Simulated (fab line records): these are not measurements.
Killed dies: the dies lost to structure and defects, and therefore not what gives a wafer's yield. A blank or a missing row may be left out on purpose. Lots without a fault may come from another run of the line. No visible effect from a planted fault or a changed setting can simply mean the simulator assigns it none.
Which tool did it? ; flow berkeley cmos170 ; 39 wafers from 13 lots sampled at 6 of the route's 331 steps

WHAT EACH GAUGE READ, for each wafer
UCB170_PWELL_OVL_MEAS_13.
lot;measured;on;PWELL_OVL (nm)
L146;day 3 06:19;overlay-02;-4 -2 -3
L147;day 3 06:48;overlay-02;-1 -2 -7
L149;day 3 18:03;overlay-01;-6 -7 -10
L150;day 4 05:49;overlay-01;-7 -9 -4
L151;day 4 05:55;overlay-02;-1 3 3
L152;day 4 18:35;overlay-01;-5 -5 -2
L153;day 4 18:52;overlay-02;2 -6 1
L154;day 5 07:02;overlay-01;6 -6 -1
L155;day 5 09:14;overlay-02;1 -2 5
L156;day 5 09:28;overlay-01;-1 -3 1
L165;day 6 16:02;overlay-02;11 5 3
L164;day 6 16:19;overlay-02;-3 7 1
L167;day 7 10:23;overlay-01;-1 3 2

UCB170_PFIELD_OVL_MEAS_06.
lot;measured;on;PFIELD_OVL (nm)
L146;day 5 01:13;overlay-01;-2 1 -3
L147;day 5 01:30;overlay-01;-2 2 -3
L149;day 5 05:08;overlay-01;1 -4 -2
L150;day 5 15:29;overlay-01;-3 -3 -2
L151;day 5 15:13;overlay-02;-3 -8 -5
L152;day 5 22:09;overlay-02;-2 3 -1
L153;day 5 22:12;overlay-01;-4 4 3
L154;day 6 17:46;overlay-02;- - -
L155;day 6 18:07;overlay-01;-3 -1 0
L156;day 6 19:44;overlay-01;-6 -6 -8
L165;day 8 04:49;overlay-02;-1 0 -3
L164;day 8 04:05;overlay-02;-12 -5 -3
L167;day 8 15:16;overlay-01;1 -1 -6

UCB170_PFIELD_TW_MEAS_09.
lot;measured;on;PFIELD_TW
L146;day 5 01:30;film metro-03;592 595 596
L147;day 5 01:47;film metro-01;600 598 601
L149;day 5 05:25;film metro-01;603 597 599
L150;day 5 15:46;film metro-04;606 599 602
L151;day 5 15:30;film metro-04;600 605 604
L152;day 5 22:26;film metro-04;600 602 599
L153;day 5 22:32;film metro-01;599 598 602
L154;day 6 18:03;film metro-04;30 30 30
L155;day 6 18:25;film metro-04;603 604 605
L156;day 6 20:02;film metro-04;604 601 604
L165;day 8 05:10;film metro-01;599 599 597
L164;day 8 04:22;film metro-01;602 598 598
L167;day 8 15:33;film metro-03;597 594 598

WHICH TOOL RAN EACH LOT (tool, then ch and the chambers of the sampled wafers, then the start)
lot;UCB170_ACTIVE_ETCH_15;UCB170_ACTIVE_STRIP_16;UCB170_PFIELD_EXPOSE_03
L146;rie diel-01 ch 0,1,2, day 4 21:55;plasma asher-04 ch 0,1, day 4 22:01;krf scanner-01 ch 0, day 4 23:52
L147;rie diel-03 ch 0,2,3, day 4 21:50;plasma asher-01 ch 0,1, day 4 21:56;krf scanner-02 ch 0, day 5 00:12
L149;rie diel-03 ch 0,2,3, day 5 03:41;plasma asher-04 ch 0,1, day 5 03:47;krf scanner-02 ch 0, day 5 04:41
L150;rie diel-02 ch 1,2,3, day 5 11:18;plasma asher-01 ch 0,1, day 5 11:24;krf scanner-01 ch 0, day 5 14:44
L151;rie diel-01 ch 1,2,3, day 5 11:03;plasma asher-02 ch 0,1, day 5 11:09;krf scanner-02 ch 0, day 5 14:29
L152;rie diel-01 ch 0,3, day 5 18:29;plasma asher-04 ch 0,1, day 5 18:37;krf scanner-01 ch 0, day 5 21:35
L153;rie diel-03 ch 0,2, day 5 18:43;plasma asher-02 ch 1, day 5 18:49;krf scanner-02 ch 0, day 5 21:48
L154;rie diel-02 ch 2,3, day 6 12:22;plasma asher-01 ch 0,1, day 6 12:28;krf scanner-02 ch 0, day 6 16:46
L155;rie diel-03 ch 1,2,3, day 6 13:14;plasma asher-04 ch 0,1, day 6 13:20;krf scanner-01 ch 0, day 6 17:02
L156;rie diel-03 ch 0,1,3, day 6 16:28;plasma asher-01 ch 0,1, day 6 16:34;krf scanner-02 ch 0, day 6 18:31
L165;rie diel-01 ch 3, day 8 02:08;plasma asher-02 ch 0,1, day 8 02:17;krf scanner-02 ch 0, day 8 04:09
L164;rie diel-02 ch 0,1,3, day 8 02:04;plasma asher-01 ch 0,1, day 8 02:10;krf scanner-02 ch 0, day 8 03:29
L167;rie diel-02 ch 0,2,3, day 8 13:46;plasma asher-01 ch 0,1, day 8 13:52;krf scanner-02 ch 0, day 8 14:52
- UCB170_ACTIVE_ETCH_15: etches Si3N4 in CH3F/Ar/O2, stops on SiO2, target depth 242 nm, time 151 s.
- UCB170_ACTIVE_STRIP_16: strips in O2.
- UCB170_PFIELD_EXPOSE_03: exposes mask PFIELD, target cd 1500 nm.

AS READ BY THE TOOLS THEMSELVES (means over the sampled wafers that have a number; for cases with no such wafer, the mark the record gives instead)
UCB170_ACTIVE_ETCH_15.
lot;tool;drypump motor current A (A);oes product au (a.u.);throttle valve pct (%)
L146;rie diel-01;5.1;0.953;8.04
L147;rie diel-03;5.9;0.945;7.90
L149;rie diel-03;5.9;0.944;7.90
L150;rie diel-02;5.8;0.947;8.03
L151;rie diel-01;5.2;0.942;7.95
L152;rie diel-01;5.9;0.931;7.88
L153;rie diel-03;6.1;0.945;7.92
L154;rie diel-02;6.3;0.932;8.06
L155;rie diel-03;5.7;0.960;7.96
L156;rie diel-03;5.6;0.951;8.00
L165;rie diel-01;6.1;0.918;7.79
L164;rie diel-02;5.8;0.942;8.10
L167;rie diel-02;6.3;0.945;8.11

UCB170_ACTIVE_STRIP_16.
lot;tool;drypump motor current A (A);oes product au (a.u.);strip time to endpoint s (s)
L146;plasma asher-04;5.9;0.719;18.02
L147;plasma asher-01;5.6;0.722;18.07
L149;plasma asher-04;5.9;0.724;18.16
L150;plasma asher-01;5.6;0.725;18.07
L151;plasma asher-02;5.2;0.722;18.03
L152;plasma asher-04;5.7;0.720;18.24
L153;plasma asher-02;6.0;0.724;18.12
L154;plasma asher-01;5.5;0.724;18.08
L155;plasma asher-04;5.9;0.721;18.06
L156;plasma asher-01;5.5;0.723;17.97
L165;plasma asher-02;5.2;0.721;18.18
L164;plasma asher-01;5.5;0.722;18.15
L167;plasma asher-01;5.4;0.716;18.08

UCB170_PFIELD_EXPOSE_03.
lot;tool;focus offset nm (nm)
L146;krf scanner-01;-0.3
L147;krf scanner-02;-0.7
L149;krf scanner-02;0.1
L150;krf scanner-01;-0.4
L151;krf scanner-02;0.1
L152;krf scanner-01;0.2
L153;krf scanner-02;0.1
L154;krf scanner-02;-1.0
L155;krf scanner-01;0.6
L156;krf scanner-02;-0.3
L165;krf scanner-02;-0.4
L164;krf scanner-02;0.3
L167;krf scanner-02;0.0

THE ANSWER, worked out from the rows above alone
Rule: usual is defined by the lots themselves. Put in order of their means at a reading, lots are off if they are a third of the lots or fewer, leave a main group of 4 or more, and stand apart from it by a gap of 3 or more times the standard deviation of the main group's means; of several such gaps the widest counts. A main group is skipped when, at the precision printed for the reading in the tables above, its means are all equal. A lot without any number at a reading at which 4 lots or more have one is off too. All remaining lots with rows at the step are treated as sound. First the gauges in route order, then the tools' own readings, where a lot's mean is used as printed above. The first step at which some lot is off is used, and at that step the reading that is off furthest; a lot without a number counts as furthest.
Off: at UCB170_PFIELD_OVL_MEAS_06 (PFIELD_OVL), L154. Without a number there: L154. The main group: mean -2 nm, standard deviation 2.4.
A tool fits if, at a process step before that reading, it ran every lot that is off, and no sound lot after the first of them. Not tried: the gauges at UCB170_PFIELD_OVL_MEAS_06; whatever is off there is also off at UCB170_PFIELD_TW_MEAS_09, on other tools, and gauge error can't account for it. None of those tried fits.

WHAT HAD BEEN PUT IN BY THE SIMULATOR
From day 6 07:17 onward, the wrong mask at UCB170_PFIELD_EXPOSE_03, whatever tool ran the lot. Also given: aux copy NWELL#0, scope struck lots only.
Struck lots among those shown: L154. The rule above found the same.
